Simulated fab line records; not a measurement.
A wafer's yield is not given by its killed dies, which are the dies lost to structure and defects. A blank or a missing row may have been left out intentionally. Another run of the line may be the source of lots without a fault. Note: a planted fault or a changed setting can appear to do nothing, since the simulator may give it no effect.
What tool caused it? | flow rit_cmos | 14 lots, 42 wafers sampled, at 4 steps of a route of 202

== WHAT THE GAUGES READ, wafer by wafer ==
RIT_SDANNEAL_RS_MEAS_04: measures by four-point-probe.
lot  | measured    | on            | PSD_RS (ohm/sq)
L525 | day 3 08:52 | film_metro-03 | 115.1 115.0 114.8
L526 | day 3 13:44 | film_metro-02 | 114.8 114.8 114.8
L527 | day 3 18:32 | film_metro-04 | 114.3 114.1 114.2
L529 | day 4 03:43 | film_metro-02 | 115.4 115.1 114.9
L531 | day 4 12:19 | film_metro-02 | 114.6 114.9 115.0
L532 | day 4 18:50 | film_metro-03 | 114.9 114.9 114.6
L533 | day 4 23:03 | film_metro-02 | 114.6 114.5 114.8
L535 | day 5 08:34 | film_metro-02 | 95.8 95.8 95.8
L536 | day 5 13:59 | film_metro-03 | 115.1 114.9 114.6
L537 | day 5 19:20 | film_metro-02 | 95.7 95.2 95.2
L538 | day 6 02:13 | film_metro-04 | 114.2 114.3 114.2
L542 | day 7 01:41 | film_metro-03 | 115.1 114.9 115.1
L544 | day 7 09:47 | film_metro-02 | 115.1 115.5 115.2
L546 | day 7 15:17 | film_metro-02 | 114.6 114.0 114.6

RIT_SDANNEAL_RS_MEAS_05: measures by four-point-probe.
lot  | measured    | on            | NSD_RS (ohm/sq)
L525 | day 3 08:59 | film_metro-03 | 84.52 84.41 84.59
L526 | day 3 13:52 | film_metro-02 | 85.02 84.97 84.73
L527 | day 3 18:39 | film_metro-04 | 84.86 84.82 84.67
L529 | day 4 03:50 | film_metro-02 | 84.62 84.47 84.59
L531 | day 4 12:26 | film_metro-02 | 84.51 85.04 84.37
L532 | day 4 18:57 | film_metro-03 | 84.47 84.59 84.64
L533 | day 4 23:10 | film_metro-02 | 84.36 83.83 84.05
L535 | day 5 08:41 | film_metro-02 | 83.42 83.47 83.57
L536 | day 5 14:06 | film_metro-03 | 84.74 84.63 84.85
L537 | day 5 19:27 | film_metro-02 | 83.44 83.34 83.44
L538 | day 6 02:20 | film_metro-04 | 84.38 84.66 84.67
L542 | day 7 01:49 | film_metro-03 | 84.55 84.64 84.94
L544 | day 7 09:55 | film_metro-02 | 84.64 85.01 84.39
L546 | day 7 15:24 | film_metro-02 | 84.86 85.01 84.81

RIT_SDANNEAL_RS_MEAS_06: measures by four-point-probe.
lot  | measured    | on            | PLDD_RS (ohm/sq)
L525 | day 3 09:07 | film_metro-03 | 180.1 180.0 179.9
L526 | day 3 13:59 | film_metro-02 | 178.8 178.9 179.9
L527 | day 3 18:46 | film_metro-04 | 179.7 178.6 178.7
L529 | day 4 03:57 | film_metro-02 | 179.9 179.7 179.6
L531 | day 4 12:34 | film_metro-02 | 178.7 179.0 179.7
L532 | day 4 19:04 | film_metro-03 | 179.8 179.8 179.6
L533 | day 4 23:17 | film_metro-02 | 178.9 178.4 179.4
L535 | day 5 08:49 | film_metro-02 | 161.8 162.6 162.7
L536 | day 5 14:13 | film_metro-03 | 179.5 179.6 179.5
L537 | day 5 19:34 | film_metro-02 | 162.5 161.9 161.8
L538 | day 6 02:28 | film_metro-04 | 178.6 178.2 178.3
L542 | day 7 01:56 | film_metro-03 | 178.9 179.3 179.1
L544 | day 7 10:02 | film_metro-02 | 178.5 178.5 178.6
L546 | day 7 15:31 | film_metro-02 | 179.1 178.5 178.4

== TOOL THAT RAN EACH LOT (tool first, then ch and the chambers of the sampled wafers, then the start) ==
lot  | RIT_SDANNEAL_RTA_03
L525 | rtp_anneal-01 ch 0, day 3 08:47
L526 | rtp_anneal-02 ch 0, day 3 13:41
L527 | rtp_anneal-01 ch 0, day 3 18:28
L529 | rtp_anneal-01 ch 0, day 4 03:38
L531 | rtp_anneal-01 ch 0, day 4 12:15
L532 | rtp_anneal-02 ch 0, day 4 18:46
L533 | rtp_anneal-01 ch 0, day 4 22:59
L535 | rtp_anneal-01 ch 0, day 5 08:31
L536 | rtp_anneal-02 ch 0, day 5 13:52
L537 | rtp_anneal-01 ch 0, day 5 19:16
L538 | rtp_anneal-02 ch 0, day 6 02:08
L542 | rtp_anneal-02 ch 0, day 7 01:38
L544 | rtp_anneal-02 ch 0, day 7 09:43
L546 | rtp_anneal-02 ch 0, day 7 15:14
- RIT_SDANNEAL_RTA_03: time 5 s.

== AS READ BY THE TOOLS THEMSELVES (means over the sampled wafers that have a number; for cases with no such wafer, the mark the record gives instead) ==
RIT_SDANNEAL_RTA_03.
lot  | tool          | anneal_temp_c_max | wafer_temp_C_max
L525 | rtp_anneal-01 | 1054.7            | 1052.9
L526 | rtp_anneal-02 | 1053.5            | 1053.8
L527 | rtp_anneal-01 | 1054.7            | 1053.8
L529 | rtp_anneal-01 | 1054.4            | 1053.7
L531 | rtp_anneal-01 | 1054.8            | 1053.7
L532 | rtp_anneal-02 | 1053.1            | 1052.0
L533 | rtp_anneal-01 | 1054.9            | 1052.2
L535 | rtp_anneal-01 | 1054.8            | 1054.0
L536 | rtp_anneal-02 | 1053.6            | 1052.8
L537 | rtp_anneal-01 | 1054.2            | 1053.0
L538 | rtp_anneal-02 | 1053.8            | 1052.8
L542 | rtp_anneal-02 | 1053.5            | 1053.4
L544 | rtp_anneal-02 | 1053.9            | 1053.5
L546 | rtp_anneal-02 | 1053.7            | 1053.7

== THE ANSWER, worked out from the rows above alone ==
Rule: what is usual is taken from the lots themselves. Put in order of their means at a reading, lots are off if they are a third of the lots or fewer, leave a main group of 4 or more, and stand apart from it by a gap of 3 or more times the standard deviation of the main group's means; of several such gaps the widest counts. If all means in a main group match to the digits the tables above print for the reading, that group is not used. A lot without any number at a reading at which 4 lots or more have one is off too. All remaining lots with rows at the step are treated as sound. Order of review: gauges by route order, followed by the tools' own readings, for which a lot's mean as printed above is used. At the first step where some lot is off, the reading lying furthest off is the one used; lots without a number count as furthest.
Off: L535, L537, at RIT_SDANNEAL_RS_MEAS_04 (PSD_RS). Main group: mean 114.8 ohm/sq, sd 0.33.
If a tool, at a process step before that reading, ran all the lots that are off and no sound lot after the first of them, it fits. Those tools and the gauges at RIT_SDANNEAL_RS_MEAS_04 are tried in the same way. One fits: rtp_anneal-01 at RIT_SDANNEAL_RTA_03. A fault onset in the window from L533 (day 4 22:59, its last sound lot) to L535 (day 5 08:31, its first lot off) fits.

== WHAT THE SIMULATOR HAD INSERTED ==
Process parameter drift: rtp_anneal-01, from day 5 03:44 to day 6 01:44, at RIT_SDANNEAL_RTA_03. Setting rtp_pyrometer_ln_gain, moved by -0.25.
Lots struck among those shown: L535, L537. The rule above found the same.
